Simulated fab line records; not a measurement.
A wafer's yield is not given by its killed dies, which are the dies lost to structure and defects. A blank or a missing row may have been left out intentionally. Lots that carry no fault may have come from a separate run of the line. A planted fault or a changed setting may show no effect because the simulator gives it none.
Problem report in the 8D (eight disciplines) form, filled by code + flow ritCmos + the parts of the form that need people (team, actions taken, sign-off) are left out

== 1. THE ISSUE ==
A mean of 42.0 is read at RIT_M1_PROBE_99 for killedAtFrontEnd, taken on 1 wafer of 1 lot, against 6.5 (standard deviation 3) on wafers free of any fault. That is +12 standard deviations from the usual mean.
First observed at day 6 23:26: wafer L641.5, on prober-02. At this step, 39 wafers from 13 lots have a number in the record. Rule for "out" (also "out of limits"): further than 4 standard deviations from the usual mean. The rest of the wafers with a number are treated as sound.

== 2. WHAT IT IS, AND WHAT IT ISN'T ==
| question                    | is                                        | is not                                                                                 |
|-----------------------------|-------------------------------------------|----------------------------------------------------------------------------------------|
| which readings at this step | killedAtFrontEnd, killedDies, killedOnRim | killed_at_M0_to_M3, killedAtContacts, killedOpen, killedShort                          |
| which lots                  | L641                                      | L624, L625, L626, L627, L628, L629, L630, L631, L634, L643, L644, L647                 |
| which wafers of those lots  | L641.5                                    | L641.3, L641.6                                                                         |
| read on which tools         | prober-02                                 | prober-01                                                                              |
| when                        | from day 6 23:26                          | up to then (28 sound wafers); but 10 sound wafers of L641, L643, L644, L647 came after |

== 3. SUSPECTS, AND WHAT RULES EACH OUT ==
Counting: a tool at a process step up to the reading stays a suspect if it ran every lot that is out. Sound lots after the first of them don't rule it out here, since some wafers of a struck lot are sound.
- plasmaAsher-04 at RIT_NLDD_STRIP_09 (strips in O2, time 180 s): kept. L641, the lot that is out, went through it at day 6 07:38; up to then, the latest sound lot through it was L631 at day 4 05:42.
- plasmaAsher-02 at RIT_PLDD_STRIP_09 (strips in O2, time 180 s): kept. L641, the lot that is out, went through it at day 6 09:03; up to then, the latest sound lot through it was L634 at day 4 20:58.
- plasmaAsher-03 at RIT_PSD_STRIP_09 (strips in O2, time 180 s): kept. L641, the lot that is out, went through it at day 6 14:23; up to then, the latest sound lot through it was L631 at day 4 12:27.
- prober-02 at RIT_M1_PROBE_99: kept. L641, the lot that is out, went through it at day 6 23:20; up to then, the latest sound lot through it was L631 at day 4 20:35. Its own readings are out on those wafers: killedAtFrontEnd, killedDies, killedOnRim.
- Within plasmaAsher-04 at RIT_NLDD_STRIP_09: the wafers that are out ran in chamber 1; their sound lot-mates ran in chamber 0.
- Within plasmaAsher-02 at RIT_PLDD_STRIP_09: the wafers that are out ran in chamber 1; their sound lot-mates ran in chamber 0.
- Within plasmaAsher-03 at RIT_PSD_STRIP_09: the wafers that are out ran in chamber 0; their sound lot-mates ran in chamber 1.
Left after counting: plasmaAsher-04 at RIT_NLDD_STRIP_09, plasmaAsher-02 at RIT_PLDD_STRIP_09, plasmaAsher-03 at RIT_PSD_STRIP_09, prober-02 at RIT_M1_PROBE_99.

== 4. THE CAUSE (what the simulator had put in) ==
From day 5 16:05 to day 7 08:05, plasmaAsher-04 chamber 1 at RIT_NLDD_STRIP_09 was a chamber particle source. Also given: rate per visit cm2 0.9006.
Of the 4 suspects that counting leaves, this tool is one.

== 5. SEQUENCE OF EFFECTS, ordered by route ==
Each row: a reading where the mean over the struck wafers with a number is more than 3 standard deviations away from the usual. Only readings whose record carries a usual standard deviation are examined. hours: median over the lots of the time between each lot's start at the first step of this table that gives one and its start at this step. sigmas: the change, counted in usual standard deviations.
| hours | step            | reading          | usual | on struck wafers | change | sigmas |
|-------|-----------------|------------------|-------|------------------|--------|--------|
| 0     | RIT_M1_PROBE_99 | killedAtFrontEnd | 6.5   | 42.0             | +35.5  | +12    |
| 0     | RIT_M1_PROBE_99 | killedDies       | 6.6   | 42.0             | +35.4  | +12    |
| 0     | RIT_M1_PROBE_99 | killedOnRim      | 1.7   | 9.0              | +7.3   | +5.6   |
Here are the process steps it includes:
- RIT_M1_PROBE_99

== 6. WHAT WOULD HAVE CAUGHT IT SOONER ==
First out-of-limits reading in this record: day 6 23:26, which is 31 hours after fault onset at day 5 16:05.
No tool reading at RIT_NLDD_STRIP_09 that has a usual standard deviation in the record was out on any struck wafer, so an alarm limit of 4 standard deviations on those readings would not have fired.
Lots out: 1; all had begun RIT_NLDD_STRIP_09 on plasmaAsher-04 by day 6 23:26. A hold on the tool at that time would have spared none of them.
